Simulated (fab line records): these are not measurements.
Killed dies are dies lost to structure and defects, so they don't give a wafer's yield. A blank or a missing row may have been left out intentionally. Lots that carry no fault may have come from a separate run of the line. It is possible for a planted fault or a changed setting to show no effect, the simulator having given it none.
The tool behind it: which one? + flow rit cmos + 33 wafers from 11 lots sampled at 2 of the route's 202 steps

WHAT THE GAUGES SHOWED, per wafer
RIT_NWELL_OVL_MEAS_06.
| lot  | measured    | on         | NWELL_OVL (nm)       |
|------|-------------|------------|----------------------|
| L468 | day 1 22:55 | overlay-02 | -0.3 1.2 -0.3        |
| L469 | day 2 02:54 | overlay-01 | -0.1 -1.1 -3.1       |
| L470 | day 2 07:53 | overlay-02 | -0.4 -0.4 -0.7       |
| L471 | day 2 12:52 | overlay-01 | -0.1 -0.8 -0.4       |
| L472 | day 2 16:50 | overlay-02 | 4.6 3.6 1.9          |
| L480 | day 4 12:51 | overlay-02 | -299.8 -299.8 -299.9 |
| L481 | day 4 16:32 | overlay-02 | -300.6 -301.0 -299.9 |
| L483 | day 5 02:06 | overlay-01 | 0.4 -1.1 -0.1        |
| L484 | day 5 07:04 | overlay-02 | -0.2 -0.7 1.2        |
| L485 | day 5 10:40 | overlay-01 | -2.1 -2.0 -1.3       |
| L489 | day 6 07:31 | overlay-02 | -2.5 -0.2 -0.8       |

EACH LOT AND THE TOOL THAT RAN IT (in order: tool; ch and the chambers of the sampled wafers; start)
| lot  | RIT_NWELL_EXPOSE_03                |
|------|------------------------------------|
| L468 | iline stepper-01 ch 0, day 1 22:29 |
| L469 | iline stepper-02 ch 0, day 2 02:29 |
| L470 | iline stepper-01 ch 0, day 2 07:30 |
| L471 | iline stepper-02 ch 0, day 2 12:26 |
| L472 | iline stepper-01 ch 0, day 2 16:25 |
| L480 | iline stepper-01 ch 0, day 4 12:27 |
| L481 | iline stepper-01 ch 0, day 4 16:06 |
| L483 | iline stepper-02 ch 0, day 5 01:40 |
| L484 | iline stepper-02 ch 0, day 5 06:27 |
| L485 | iline stepper-02 ch 0, day 5 10:14 |
| L489 | iline stepper-02 ch 0, day 6 07:05 |
- RIT_NWELL_EXPOSE_03: exposes mask M2, target cd 43900 nm.

THE ANSWER, worked out from the rows above alone
Rule: usual is defined by the lots themselves. The widest of any qualifying gaps counts: lots, ordered by their means at a reading, are off when they make up no more than a third of the lots, leave a main group of 4 or more, and stand apart from it by 3 or more times the standard deviation of that group's means. The tables above print the reading to a certain number of digits; a main group whose means all agree to those digits is not used. A lot without any number at a reading at which 4 lots or more have one is off too. Where the step has rows for the other lots, those lots are counted as sound.
Off: L480, L481, seen at RIT_NWELL_OVL_MEAS_06 (NWELL_OVL). The main group has a mean of -0.2 nm with a standard deviation of 1.4.
If a tool, at a process step before that reading, ran all the lots that are off and no sound lot after the first of them, it fits. The gauges at RIT_NWELL_OVL_MEAS_06 are tried like those tools. One fits: RIT_NWELL_EXPOSE_03 on iline stepper-01. A fault onset in the window from L472 (day 2 16:25, its last sound lot) to L480 (day 4 12:27, its first lot off) fits.

WHAT THE SIMULATOR HAD INSERTED
Scanner matching overlay: iline stepper-01, from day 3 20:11 on, at RIT_NWELL_EXPOSE_03. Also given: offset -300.
Struck lots among those shown: L480, L481. The rule above reached the same finding.
